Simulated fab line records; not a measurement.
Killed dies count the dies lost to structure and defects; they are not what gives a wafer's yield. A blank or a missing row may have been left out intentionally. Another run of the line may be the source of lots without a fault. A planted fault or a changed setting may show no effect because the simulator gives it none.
Which tool was responsible? / flow ritCmos / 14 lots with 42 wafers sampled at 3 steps, on a route of 202 steps

## WHAT THE GAUGES SHOWED, per wafer
RIT_PSD_TW_MEAS_10.
lot=L580; measured=day 3 04:43; on=filmMetro-02; PSD_TW=3424 3431 3421
lot=L581; measured=day 3 07:34; on=filmMetro-04; PSD_TW=3447 3457 3443
lot=L582; measured=day 3 12:41; on=filmMetro-03; PSD_TW=3612 3626 3615
lot=L587; measured=day 4 14:10; on=filmMetro-02; PSD_TW=3395 3374 3406
lot=L589; measured=day 5 03:29; on=filmMetro-03; PSD_TW=3619 3612 3616
lot=L594; measured=day 6 01:46; on=filmMetro-04; PSD_TW=3471 3469 3479
lot=L595; measured=day 6 04:25; on=filmMetro-03; PSD_TW=3472 3451 3473
lot=L596; measured=day 6 09:43; on=filmMetro-02; PSD_TW=3392 3415 3396
lot=L597; measured=day 6 15:16; on=filmMetro-04; PSD_TW=3478 3463 3471
lot=L598; measured=day 6 21:34; on=filmMetro-03; PSD_TW=3445 3453 3446
lot=L599; measured=day 7 05:20; on=filmMetro-02; PSD_TW=3398 3407 3424
lot=L600; measured=day 7 10:37; on=filmMetro-03; PSD_TW=3429 3446 3419
lot=L601; measured=day 7 11:59; on=filmMetro-03; PSD_TW=3441 3442 3456
lot=L602; measured=day 7 17:32; on=filmMetro-02; PSD_TW=3403 3421 3420

RIT_SDANNEAL_RS_MEAS_04: measures by four-point-probe.
lot=L580; measured=day 3 05:14; on=filmMetro-03; PSD_RS (ohm/sq)=116.4 116.2 115.8
lot=L581; measured=day 3 08:05; on=filmMetro-03; PSD_RS (ohm/sq)=116.4 116.1 116.2
lot=L582; measured=day 3 13:15; on=filmMetro-02; PSD_RS (ohm/sq)=107.0 107.3 107.6
lot=L587; measured=day 4 14:40; on=filmMetro-03; PSD_RS (ohm/sq)=116.1 116.0 116.0
lot=L589; measured=day 5 04:00; on=filmMetro-03; PSD_RS (ohm/sq)=108.1 108.2 108.2
lot=L594; measured=day 6 02:21; on=filmMetro-04; PSD_RS (ohm/sq)=116.0 115.6 115.8
lot=L595; measured=day 6 04:58; on=filmMetro-02; PSD_RS (ohm/sq)=115.8 116.2 116.2
lot=L596; measured=day 6 10:18; on=filmMetro-04; PSD_RS (ohm/sq)=115.8 116.0 116.0
lot=L597; measured=day 6 15:52; on=filmMetro-04; PSD_RS (ohm/sq)=115.8 115.9 116.1
lot=L598; measured=day 6 22:05; on=filmMetro-04; PSD_RS (ohm/sq)=116.3 115.9 116.0
lot=L599; measured=day 7 05:50; on=filmMetro-02; PSD_RS (ohm/sq)=116.3 115.8 116.3
lot=L600; measured=day 7 11:20; on=filmMetro-03; PSD_RS (ohm/sq)=116.9 116.4 116.4
lot=L601; measured=day 7 12:54; on=filmMetro-02; PSD_RS (ohm/sq)=116.2 116.0 116.2
lot=L602; measured=day 7 18:04; on=filmMetro-03; PSD_RS (ohm/sq)=116.0 115.7 116.0

## TOOL THAT RAN EACH LOT (tool first, then ch and the chambers of the sampled wafers, then the start)
lot=L580; RIT_PSD_IMPLANT_08=implanter-04 ch 0, day 3 04:24
lot=L581; RIT_PSD_IMPLANT_08=implanter-04 ch 0, day 3 07:14
lot=L582; RIT_PSD_IMPLANT_08=implanter-03 ch 0, day 3 12:04
lot=L587; RIT_PSD_IMPLANT_08=implanter-04 ch 0, day 4 13:52
lot=L589; RIT_PSD_IMPLANT_08=implanter-04 ch 0, day 5 02:53
lot=L594; RIT_PSD_IMPLANT_08=implanter-03 ch 0, day 6 01:28
lot=L595; RIT_PSD_IMPLANT_08=implanter-03 ch 0, day 6 04:05
lot=L596; RIT_PSD_IMPLANT_08=implanter-03 ch 0, day 6 09:26
lot=L597; RIT_PSD_IMPLANT_08=implanter-04 ch 0, day 6 14:56
lot=L598; RIT_PSD_IMPLANT_08=implanter-01 ch 0, day 6 21:15
lot=L599; RIT_PSD_IMPLANT_08=implanter-03 ch 0, day 7 05:01
lot=L600; RIT_PSD_IMPLANT_08=implanter-04 ch 0, day 7 10:16
lot=L601; RIT_PSD_IMPLANT_08=implanter-04 ch 0, day 7 11:41
lot=L602; RIT_PSD_IMPLANT_08=implanter-03 ch 0, day 7 17:14
- RIT_PSD_IMPLANT_08

## AS READ BY THE TOOLS THEMSELVES (means over the sampled wafers that have a number; for cases with no such wafer, the mark the record gives instead)
RIT_PSD_IMPLANT_08.
lot=L580; tool=implanter-04; beamOnS (s)=13.6; doseIonsCm2=4.928e+15; faradayCurrentUA=11116
lot=L581; tool=implanter-04; beamOnS (s)=13.9; doseIonsCm2=4.926e+15; faradayCurrentUA=10973
lot=L582; tool=implanter-03; beamOnS (s)=12.2; doseIonsCm2=4.934e+15; faradayCurrentUA=12417
lot=L587; tool=implanter-04; beamOnS (s)=13.9; doseIonsCm2=4.940e+15; faradayCurrentUA=10922
lot=L589; tool=implanter-04; beamOnS (s)=13.7; doseIonsCm2=4.929e+15; faradayCurrentUA=11094
lot=L594; tool=implanter-03; beamOnS (s)=12.3; doseIonsCm2=4.935e+15; faradayCurrentUA=12389
lot=L595; tool=implanter-03; beamOnS (s)=12.2; doseIonsCm2=4.931e+15; faradayCurrentUA=12363
lot=L596; tool=implanter-03; beamOnS (s)=12.1; doseIonsCm2=4.927e+15; faradayCurrentUA=12593
lot=L597; tool=implanter-04; beamOnS (s)=13.8; doseIonsCm2=4.930e+15; faradayCurrentUA=10935
lot=L598; tool=implanter-01; beamOnS (s)=13.4; doseIonsCm2=4.923e+15; faradayCurrentUA=11314
lot=L599; tool=implanter-03; beamOnS (s)=12.2; doseIonsCm2=4.930e+15; faradayCurrentUA=12351
lot=L600; tool=implanter-04; beamOnS (s)=13.5; doseIonsCm2=4.929e+15; faradayCurrentUA=11226
lot=L601; tool=implanter-04; beamOnS (s)=13.8; doseIonsCm2=4.934e+15; faradayCurrentUA=11016
lot=L602; tool=implanter-03; beamOnS (s)=12.4; doseIonsCm2=4.935e+15; faradayCurrentUA=12220

## THE ANSWER, worked out from the rows above alone
Rule: what is usual is taken from the lots themselves. Put in order of their means at a reading, lots are off if they are a third of the lots or fewer, leave a main group of 4 or more, and stand apart from it by a gap of 3 or more times the standard deviation of the main group's means; of several such gaps the widest counts. Not used: any main group whose means are identical at the precision the tables above print for the reading. Also off: a lot with no number at a reading for which 4 or more lots have one. Any other lot the step has rows for is counted as sound. The gauges are gone through in route order, then the tools' own readings, and for those a lot's mean is taken as printed above. At the first step where some lot is off, the reading lying furthest off is the one used; lots without a number count as furthest.
Off: L582, L589, seen at RIT_PSD_TW_MEAS_10 (PSD_TW). Mean 3436 and standard deviation 26 in the main group.
If a tool, at a process step before that reading, ran all the lots that are off and no sound lot after the first of them, it fits. Gauges at RIT_PSD_TW_MEAS_10: tried the same way as those tools. No candidate that was tried fits.

## WHAT HAD BEEN PUT IN BY THE SIMULATOR
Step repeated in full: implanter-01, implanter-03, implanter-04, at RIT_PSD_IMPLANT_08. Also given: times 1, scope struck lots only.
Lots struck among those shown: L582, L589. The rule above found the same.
